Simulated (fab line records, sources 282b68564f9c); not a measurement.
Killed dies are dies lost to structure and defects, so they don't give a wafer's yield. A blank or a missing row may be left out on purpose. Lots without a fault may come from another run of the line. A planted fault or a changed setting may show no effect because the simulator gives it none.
Problem report in the 8D (eight disciplines) form, filled by code | flow rit_cmos | the parts of the form that need people (team, actions taken, sign-off) are left out

1. THE PROBLEM
beam_energy_keV at RIT_NSD_IMPLANT_08 reads a mean of 26.289 on 6 wafers of 2 lots; wafers without a fault read 25.001 with a standard deviation of 0.0078. That is +99 or more standard deviations from the usual mean.
First seen on wafer L851.2, day 4 03:56, on implanter-01. The record holds 18 wafers of 6 lots with a number at this step. Rule for "out", or "out of limits": more than 4 standard deviations from the usual mean. The other wafers with a number count as sound.

2. WHAT IT IS AND WHAT IT IS NOT
question                    | is                     | is not
which readings at this step | beam_energy_keV        | faraday_current_uA
which lots                  | L851, L857             | L847, L849, L867, L869
which wafers of those lots  | all that have a number | -
read on which tools         | implanter-01           | implanter-02
when                        | from day 4 03:56       | up to then (6 sound wafers); but 6 sound wafers of L867, L869 came after

3. SUSPECTS, AND WHAT RULES EACH OUT
Counting: a tool at a process step up to the reading stays a suspect if it ran every lot that is out and no sound lot after the first of them.
- implanter-01 at RIT_NSD_IMPLANT_08: kept. It ran every lot that is out, first L851 (day 4 03:56), and no sound lot after that; its last sound lot up to then is L849 (day 3 18:54). Its own readings are out on those wafers: beam_energy_keV.
Left after counting: implanter-01 at RIT_NSD_IMPLANT_08.

4. THE CAUSE (what the simulator had put in)
Process parameter drift: implanter-01, from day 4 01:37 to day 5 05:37, at RIT_NSD_IMPLANT_08. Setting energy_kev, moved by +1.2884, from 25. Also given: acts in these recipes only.
Counting left only this tool.

5. THE CHAIN OF EFFECTS, in route order
Each row: a reading whose mean over the struck wafers that have a number lies more than 3 standard deviations from the usual. Only readings for which the record gives a usual standard deviation are gone through. hours: the time from each lot's start at the first step in this table that gives one to its start at this step, as a median over the lots. sigmas: the change in usual standard deviations.
hours | step               | reading         | usual  | on struck wafers | change | sigmas
0     | RIT_NSD_IMPLANT_08 | beam_energy_keV | 25.001 | 26.289           | +1.288 | +99 or more
The process steps in it:
- RIT_NSD_IMPLANT_08

6. WHAT WOULD HAVE CAUGHT IT SOONER
In this record the first reading out of limits was taken at day 4 03:56, 2 hours after the fault began at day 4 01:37.
